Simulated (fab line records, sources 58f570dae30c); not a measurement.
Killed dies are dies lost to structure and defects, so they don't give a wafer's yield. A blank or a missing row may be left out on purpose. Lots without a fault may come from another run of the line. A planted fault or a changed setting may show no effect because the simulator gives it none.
A struck lot beside a sound one | flow berkeley_cmos170 | 14 steps out of a route of 331
Sound: wafers L552.3, L552.5, L552.6. Struck: wafers L558.2, L558.3, L558.6. The cause comes at the end.
At each step with rows: each side's tool, then ch and its chambers, then its first start. Under that, the readings that differ: sound wafers | struck wafers | difference of the means | sigmas: that difference in standard deviations of wafers without a fault.
alike: readings whose means differ by less than 2 such deviations, and words and numbers that are the same on both sides. not compared: withheld readings, readings that some wafer has no value for, bounds like >300 that may hide the same value, and numbers for which the record gives no deviation and whose values overlap.
The two part at a step that has a row with sigmas, a row that says differs or no value, or rows on one side only. Numbers that don't overlap but have no deviation are shown without sigmas and don't part them. A reading that every wafer of one side lacks parts them only if that side has two wafers or more.

UCB170_CONTACT_ETCH_17: etches BARC in N2/H2.
  sound on rie_diel-01 ch 0,3, day 9 09:17; struck on rie_diel-01 ch 0,1,2, day 11 13:29
  alike: drypump_motor_current_A, oes_product_au, throttle_valve_pct
UCB170_CONTACT_ETCH_18: etches PSG in CHF3/CF4/Ar, stops on TiSi2, target depth 840 nm, time 195 s.
  sound on rie_diel-01 ch 0,3; struck on rie_diel-01 ch 0,1,2
  alike: drypump_motor_current_A, oes_product_au, throttle_valve_pct
  not compared: rf_hours_counter_h
UCB170_CONTACT_STRIP_19: strips in O2.
  sound on plasma_asher-01 ch 0,1, day 9 09:29; struck on plasma_asher-04 ch 0,1, day 11 13:38
  alike: drypump_motor_current_A, oes_product_au
  not compared: rf_hours_counter_h
UCB170_CONTACT_CD_MEAS_90: target cd 700 nm.
  sound on cd_sem-01, day 9 09:35; struck on cd_sem-02, day 11 13:46
  alike: cd_nm
then, 1 step without rows for these wafers: UCB170_CONTACT_CLEAN_20 (cleans in SPM, time 600 s).
UCB170_M1_SPUTTER_00: material Al, target thk 600 nm, time 80 s.
  sound on pvd_sputter-02, day 9 09:52; struck on pvd_sputter-03, day 11 14:04
  alike: throttle_valve_pct
UCB170_M1_RS_MEAS_01: measures by four-point-probe.
  sound on film_metro-01, day 9 09:58; struck on film_metro-02, day 11 14:08
  alike: M1_AL_RS
UCB170_M1_THK_MEAS_02: measures by xrf.
  sound on film_metro-01, day 9 10:04; struck on film_metro-02, day 11 14:15
  alike: M1_AL_THK
then, 4 steps without rows for these wafers: UCB170_M1_COAT_03; UCB170_M1_COAT_04 (resist thk 900 nm); UCB170_M1_SOFTBAKE_05 (time 60 s); UCB170_M1_EXPOSE_06 (exposes mask METAL1, target cd 700 nm).
UCB170_M1_PEB_07:
  sound on litho_track-04 ch 0, day 9 10:43; struck on litho_track-04, day 11 15:28
  no value came back on the struck wafers for chill_plate_temp_C (C), exhaust_pa (Pa), resist_line_temp_C (C); on the sound wafers chill_plate_temp_C (C) reads 23.17 23.09 23.04
then, 1 step without rows for these wafers: UCB170_M1_DEVELOP_08 (develop time 45 s).

WHERE THEY PART
Only at UCB170_M1_PEB_07, within this record.

WHY: what the simulator had put in
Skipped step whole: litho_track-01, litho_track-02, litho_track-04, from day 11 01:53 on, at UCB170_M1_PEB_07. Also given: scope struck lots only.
